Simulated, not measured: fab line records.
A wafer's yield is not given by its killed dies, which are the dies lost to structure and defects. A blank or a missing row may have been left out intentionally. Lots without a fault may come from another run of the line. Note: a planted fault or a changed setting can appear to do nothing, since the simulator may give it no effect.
Lot-split experiment    flow rit cmos    5 lots, 23 wafers read, on a route of 202 steps

ON THE SPLIT
At RIT_SDANNEAL_RTA_03 (time 5 s), the setting time s was moved away from the recipe's 5 s on 10 of the 23 wafers read, by -9.1% to +12.8%. This setting was run at the recipe's value on the other wafers.

BETWEEN THE SPLIT AND THE READING: the file shows 1 step in between
- RIT_SDANNEAL_RS_MEAS_04: measures by four-point-probe

THE READING
At RIT_SDANNEAL_RS_MEAS_06, a four-point-probe measurement gives PLDD_RS in ohm/sq. Fault-free wafers of this fab line usually give 179.3 ohm/sq, standard deviation 0.49 ohm/sq.

wafer   tool, chamber at the split  time s as run, s  against the recipe  PLDD_RS, ohm/sq  against lot-mates on the recipe
L075.4  rtp anneal-01, 0            5                 recipe              179.1            -
L075.5  rtp anneal-01, 0            5                 recipe              179.5            -
L075.6  rtp anneal-01, 0            5                 recipe              179.2            -
L078.1  rtp anneal-02, 0            5.642             +12.8%              177.1            -1.8
L078.3  rtp anneal-02, 0            5                 recipe              179.1            -
L078.4  rtp anneal-02, 0            5.642             +12.8%              177.2            -1.8
L078.5  rtp anneal-02, 0            5                 recipe              178.8            -
L078.6  rtp anneal-02, 0            5.642             +12.8%              176.8            -2.1
L081.1  rtp anneal-01, 0            4.751             -5.0%               180.6            +0.8
L081.2  rtp anneal-01, 0            5                 recipe              179.6            -
L081.4  rtp anneal-01, 0            4.751             -5.0%               180.5            +0.8
L081.5  rtp anneal-01, 0            5                 recipe              179.9            -
L081.6  rtp anneal-01, 0            4.751             -5.0%               180.5            +0.8
L083.1  rtp anneal-01, 0            4.547             -9.1%               180.5            +1.3
L083.2  rtp anneal-01, 0            5                 recipe              179.0            -
L083.3  rtp anneal-01, 0            5                 recipe              179.1            -
L083.4  rtp anneal-01, 0            5                 recipe              179.4            -
L083.6  rtp anneal-01, 0            4.547             -9.1%               180.4            +1.2
L085.1  rtp anneal-01, 0            4.678             -6.4%               181.0            +1.2
L085.2  rtp anneal-01, 0            5                 recipe              179.5            -
L085.4  rtp anneal-01, 0            4.678             -6.4%               180.8            +1.0
L085.5  rtp anneal-01, 0            5                 recipe              180.3            -
L085.6  rtp anneal-01, 0            5                 recipe              179.6            -

FIT RESULTS
A straight line over all 23 wafers: PLDD_RS changes by -0.179 ohm/sq for each +1% of time s; r = -0.94; the points scatter about the line by 0.39 ohm/sq.
The same after taking each lot's own level away (the mean of its wafers on the recipe; 23 wafers): -0.151 ohm/sq for each +1%; r = -0.98; scatter 0.2 ohm/sq.
Per that fit: largest time s move, reading shift of 1.9 ohm/sq.
The lots' own levels span 178.95 to 179.80 ohm/sq, that is 1.7 times the standard deviation above.
Thus the slope moves with the lot-to-lot level: the two fits are different.
Check: for one of the wafers moved furthest among these (+12.8%), held out of the fit, the line's prediction against its lot-mates is -1.95 ohm/sq. Against them it came out at -1.85 ohm/sq.

THE WHOLE CHAIN: every reading that the file lists as answering this split, in the file's order
step                     what it does                  reading  change (the file's fit)             r (the file's)
RIT_SDANNEAL_RS_MEAS_04  measures by four-point-probe  PSD_RS   -0.138 for each +1% of the setting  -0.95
RIT_SDANNEAL_RS_MEAS_06  measures by four-point-probe  PLDD_RS  -0.15 for each +1% of the setting   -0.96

THE FILE'S OWN FIT
PLDD_RS changes by -0.15 ohm/sq for each +1% of time s, r = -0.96.
